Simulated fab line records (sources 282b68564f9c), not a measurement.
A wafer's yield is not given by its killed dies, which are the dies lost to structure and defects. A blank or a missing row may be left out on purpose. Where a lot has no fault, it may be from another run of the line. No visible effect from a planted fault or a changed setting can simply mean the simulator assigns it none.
Problem report in the 8D (eight disciplines) form, filled by code	flow ritCmos	the parts of the form that need people (team, actions taken, sign-off) are left out

1. WHAT WENT WRONG
Wafers without a fault read 6.6, standard deviation 2.8; killedAtFrontEnd at RIT_M1_PROBE_99 reads a mean of 48.6 on 5 wafers belonging to 2 lots. Relative to the usual mean, that is a shift of +15 standard deviations.
First seen on wafer L151.2, day 7 04:16, on prober-02. At this step, 6 wafers from 2 lots have a number in the record. Rule for "out", or "out of limits": more than 4 standard deviations from the usual mean. The rest of the wafers with a number are treated as sound.

2. WHAT IT IS; WHAT IT IS NOT
question	is	is not
which readings at this step	killedAtFrontEnd, killedDies	killed_at_M0_to_M3, killedAtContacts, killedOpen, killedShort
which lots	L151, L153	-
which wafers of those lots	L151.2, L151.5, L153.2, L153.4, L153.5	L151.1
read on which tools	prober-02	-
when	from day 7 04:16	up to then (1 sound wafer)

3. WHAT RULES OUT EACH SUSPECT
Counting: a tool at a process step up to the reading stays a suspect if it ran every lot that is out. Sound lots after the first of them don't rule it out here, since some wafers of a struck lot are sound.
- plasmaAsher-02 at RIT_PLDD_STRIP_09 (strips in O2, time 180 s): kept. It ran every lot that is out, first L151 (day 6 14:25).
- prober-02 at RIT_M1_PROBE_99: kept. It ran every lot that is out, first L151 (day 7 04:13). On those wafers its own readings are out: killedAtFrontEnd, killedDies.
- At RIT_PLDD_STRIP_09 on plasmaAsher-02, chamber 1 took the sound wafers of the same lots and chamber 0 took the wafers that are out.
After counting, plasmaAsher-02 at RIT_PLDD_STRIP_09 and prober-02 at RIT_M1_PROBE_99 remain.

4. THE CAUSE (what the simulator had put in)
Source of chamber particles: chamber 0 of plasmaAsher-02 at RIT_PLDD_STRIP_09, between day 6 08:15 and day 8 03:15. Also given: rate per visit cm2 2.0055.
This tool is one of the 2 suspects left after counting.

5. THE CHAIN OF EFFECTS, in route order
Each row: a reading where the mean over the struck wafers with a number is more than 3 standard deviations away from the usual. Only readings for which the record gives a usual standard deviation are gone through. hours: the time from each lot's start at the first step in this table that gives one to its start at this step, as a median over the lots. sigmas: the change in usual standard deviations.
hours	step	reading	usual	on struck wafers	change	sigmas
0	RIT_M1_PROBE_99	killedAtFrontEnd	6.6	48.6	+42.0	+15
0	RIT_M1_PROBE_99	killedDies	6.6	48.6	+42.0	+15
The process steps in it:
- RIT_M1_PROBE_99

6. HOW IT WOULD HAVE BEEN CAUGHT EARLIER
In this record no reading fell out of limits until day 7 04:16, 20 hours after the fault had begun at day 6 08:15.
No tool reading at RIT_PLDD_STRIP_09 that has a usual standard deviation in the record was out on any struck wafer, so an alarm limit of 4 standard deviations on those readings would not have fired.
Each of the lots that are out, 2 in all, had begun RIT_PLDD_STRIP_09 on plasmaAsher-02 no later than day 7 04:16. A hold on the tool at that time would have spared none of them.
